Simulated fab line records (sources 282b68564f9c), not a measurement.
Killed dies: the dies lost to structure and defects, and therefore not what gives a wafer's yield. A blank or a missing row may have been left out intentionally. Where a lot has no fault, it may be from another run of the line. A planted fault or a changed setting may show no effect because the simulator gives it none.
What tool caused it? | flow rit_cmos | Sampling: 14 lots, 42 wafers, 2 of 202 route steps

== WHAT THE GAUGES READ, wafer by wafer ==
Not one reading of a measure or inspect step in the record can be checked against a usual standard deviation.

== EACH LOT AND THE TOOL THAT RAN IT (in order: tool; ch and the chambers of the sampled wafers; start) ==
lot  | RIT_ACTIVE_ETCH_13                | RIT_M1_PROBE_99
L637 | rie_diel-04 ch 0,2, day 1 18:20   | prober-01, day 4 05:40
L639 | rie_diel-04 ch 0,1,2, day 2 06:11 | prober-01, day 4 17:45
L640 | rie_diel-01 ch 2,3, day 2 10:31   | prober-02, day 4 19:12
L641 | rie_diel-04 ch 0,2,3, day 2 19:08 | prober-02, day 5 00:14
L644 | rie_diel-04 ch 0,3, day 3 03:31   | prober-01, day 5 05:02
L643 | rie_diel-03 ch 1,2,3, day 3 03:40 | prober-02, day 5 06:34
L645 | rie_diel-04 ch 1,2, day 3 10:13   | prober-01, day 5 09:54
L646 | rie_diel-01 ch 2,3, day 3 12:52   | prober-02, day 5 12:41
L648 | rie_diel-04 ch 2,3, day 3 23:00   | prober-02, day 5 22:55
L649 | rie_diel-03 ch 0,2,3, day 4 04:18 | prober-01, day 6 03:24
L651 | rie_diel-04 ch 1,3, day 4 13:45   | prober-01, day 6 15:37
L654 | rie_diel-01 ch 1,2,3, day 5 04:56 | prober-02, day 7 06:57
L657 | rie_diel-03 ch 0,1,3, day 5 19:33 | prober-01, day 7 16:58
L658 | rie_diel-03 ch 1,2,3, day 6 00:19 | prober-02, day 8 04:21
- RIT_ACTIVE_ETCH_13: etches Si3N4 in SF6, stops on SiO2, time 210 s, target depth 210 nm.
- RIT_M1_PROBE_99

== AS READ BY THE TOOLS THEMSELVES (means over the sampled wafers that have a number; for cases with no such wafer, the mark the record gives instead) ==
RIT_ACTIVE_ETCH_13. Usual: drypump_motor_current_A 5.9 A, standard deviation 0.44; oes_product_au 0.825 a.u., standard deviation 0.012; throttle_valve_pct 7.47 %, standard deviation 0.14.
lot  | tool        | drypump_motor_current_A (A) | oes_product_au (a.u.) | throttle_valve_pct (%) | flag
L637 | rie_diel-04 | 5.2                         | 0.844                 | 7.32                   |
L639 | rie_diel-04 | 5.5                         | 0.841                 | 7.35                   |
L640 | rie_diel-01 | 6.3                         | 0.818                 | 7.49                   |
L641 | rie_diel-04 | 5.6                         | 0.830                 | 7.44                   |
L644 | rie_diel-04 | 5.9                         | 0.825                 | 7.53                   |
L643 | rie_diel-03 | 5.9                         | 0.826                 | 7.59                   |
L645 | rie_diel-04 | 5.8                         | 0.838                 | 7.37                   |
L646 | rie_diel-01 | 6.3                         | 0.816                 | 7.50                   |
L648 | rie_diel-04 | 5.7                         | 0.832                 | 7.46                   |
L649 | rie_diel-03 | 5.7                         | 0.823                 | 7.56                   |
L651 | rie_diel-04 | 6.1                         | 0.828                 | 7.47                   |
L654 | rie_diel-01 | 6.1                         | 0.814                 | 7.41                   |
L657 | rie_diel-03 | 6.0                         | 0.822                 | 7.52                   |
L658 | rie_diel-03 | 5.9                         | 0.827                 | 7.59                   |

RIT_M1_PROBE_99. Usual: killed_at_M0_to_M3 0.0, standard deviation 0.14; killed_at_contacts 0.0, standard deviation 0.2; killed_at_front_end 7.3, standard deviation 2.8; killed_dies 7.3, standard deviation 2.8; killed_open 3.8, standard deviation 1.9; killed_short 3.5, standard deviation 1.8.
lot  | tool      | killed_at_M0_to_M3 | killed_at_contacts | killed_at_front_end | killed_dies | killed_open | killed_short | flag
L637 | prober-01 | 0.0                | 0.0                | 5.3                 | 5.3         | 3.3         | 2.0          |
L639 | prober-01 | 0.3                | 0.0                | 6.0                 | 6.3         | 3.7         | 2.7          |
L640 | prober-02 | 0.0                | 0.0                | 5.0                 | 5.0         | 2.3         | 2.7          |
L641 | prober-02 | 0.0                | 0.0                | 7.7                 | 7.7         | 5.0         | 2.3          |
L644 | prober-01 | 0.0                | 0.0                | 6.3                 | 6.3         | 3.3         | 3.0          |
L643 | prober-02 | 0.0                | 0.0                | 9.0                 | 9.0         | 3.0         | 6.0          |
L645 | prober-01 | 0.0                | 0.0                | 6.3                 | 6.3         | 3.7         | 2.7          |
L646 | prober-02 | 0.0                | 0.3                | 5.7                 | 6.0         | 4.0         | 1.7          |
L648 | prober-02 | 0.0                | 0.0                | 9.0                 | 9.0         | 5.3         | 3.7          |
L649 | prober-01 | 0.0                | 0.0                | 6.3                 | 6.3         | 2.7         | 3.7          |
L651 | prober-01 | 0.0                | 0.0                | 6.7                 | 6.7         | 3.0         | 3.7          |
L654 | prober-02 | 0.0                | 0.0                | 12.0                | 12.0        | 8.0         | 4.0          |
L657 | prober-01 | 0.0                | 0.0                | 9.0                 | 9.0         | 5.0         | 4.0          |
L658 | prober-02 | 0.0                | 0.0                | 7.0                 | 7.0         | 5.0         | 2.0          |

== THE ANSWER, worked out from the rows above alone ==
Rule: a lot counts as off when the mean over its wafers that have a number is more than 3 standard deviations away from the usual mean. Also off: a lot with no number at a reading for which 4 or more lots have one. Where the step has rows for the other lots, those lots are counted as sound. After the gauges, taken in route order, come the tools' own readings; for these a lot's mean is taken, as printed above. At the first step where some lot is off, the reading lying furthest off is the one used; lots without a number count as furthest.
No lot is off on any of the readings shown, so nothing can be concluded from this.

== WHAT WAS PUT IN BY THE SIMULATOR ==
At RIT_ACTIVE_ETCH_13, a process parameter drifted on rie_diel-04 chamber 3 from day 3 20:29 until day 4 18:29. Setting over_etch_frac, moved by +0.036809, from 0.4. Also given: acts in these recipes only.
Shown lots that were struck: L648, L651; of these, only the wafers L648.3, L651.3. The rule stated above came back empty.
